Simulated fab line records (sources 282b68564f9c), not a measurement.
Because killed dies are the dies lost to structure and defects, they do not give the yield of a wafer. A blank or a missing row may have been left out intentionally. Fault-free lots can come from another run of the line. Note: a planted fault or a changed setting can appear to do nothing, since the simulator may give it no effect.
One fault through the eyes of 2 desks -- flow ritCmos -- each desk holds nothing but its own numbers, with what lay behind them at the end

== FOR THE TOOL OWNER'S DESK: plasmaAsher-03 ==
The tool's own readings at RIT_NLDD_STRIP_09 (strips in O2, time 180 s): means of the sampled wafers that have a number, for each lot that ran on this tool. Any lot whose mean is over 4 standard deviations away from the usual mean is out of limits and marked OUT; that distance is given in the brackets.
Columns: A = chamberPressureMTorr at RIT_NLDD_STRIP_09, usual 4001 mTorr; B = drypumpMotorCurrentA at RIT_NLDD_STRIP_09, usual 5.74 A
lot,first seen here,A,B
L545,day 2 23:53,3998,5.60
L555,day 5 03:57,3998,5.62
L556,day 5 06:24,4001,5.77
L557,day 5 10:11,4000,5.95
L558,day 5 16:52,4000,5.47
L562,day 6 13:10,4004,5.78
This desk's finding: nothing out of limits on any of the 6 lots.

== THE METROLOGY DESK ==
What the gauges read, lot by lot, whatever tool the lot ran on: means of the sampled wafers that have a number. Any lot whose mean is over 4 standard deviations away from the usual mean is out of limits and marked OUT; that distance is given in the brackets.
Columns: A = NWELL_TW at RIT_NWELL_TW_MEAS_10, usual 2137; B = PLDD_TW at RIT_PLDD_TW_MEAS_10, usual 2336; C = CONTACT_TEOS_THK at RIT_CONTACT_THK_MEAS_01, usual 400 nm
lot,first seen here,A,B,C
L544,day 1 21:01,2125,2371,399
L545,day 2 03:20,2123,2332,403
L550,day 3 04:39,2162,29 (-99 or more) OUT,-
L551,day 3 08:35,2104,30 (-99 or more) OUT,-
L554,day 4 00:02,2161,2363,402
L555,day 4 04:42,2160,2323,400
L556,day 4 10:43,2116,2324,403
L557,day 4 14:10,2122,2367,399
L558,day 4 20:01,2105,2373,404
L562,day 5 14:50,2122,2323,400
L564,day 6 01:21,2108,2310,399
L565,day 6 06:06,2130,2321,404
L566,day 6 11:37,2126,2377,405
L567,day 6 16:13,2168,2376,401
This desk reports L550, L551 out of limits; the earliest was L550 at day 4 02:33 (PLDD_TW at RIT_PLDD_TW_MEAS_10). L544, L545, L554, L555, L556, L557, L558, L562, L564, L565, L566, L567 stayed within limits.

== BROUGHT TOGETHER ==
The metrology desk could have raised an alarm at day 4 02:33, on L550, L551.
The tool owner's desk saw nothing out of limits.
The tool owner's desk has no number on record for L550, L551.
On plasmaAsher-03, each named lot ran RIT_NLDD_STRIP_09.

== WHAT THE SIMULATOR PUT IN ==
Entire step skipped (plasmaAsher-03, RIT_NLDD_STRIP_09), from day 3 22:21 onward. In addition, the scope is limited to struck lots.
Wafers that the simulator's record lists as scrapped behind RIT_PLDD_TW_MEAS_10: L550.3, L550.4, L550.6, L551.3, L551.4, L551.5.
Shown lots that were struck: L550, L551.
Per desk, hours elapsed from the start of the fault to the first reading out of limits: for the metrology desk, 4.
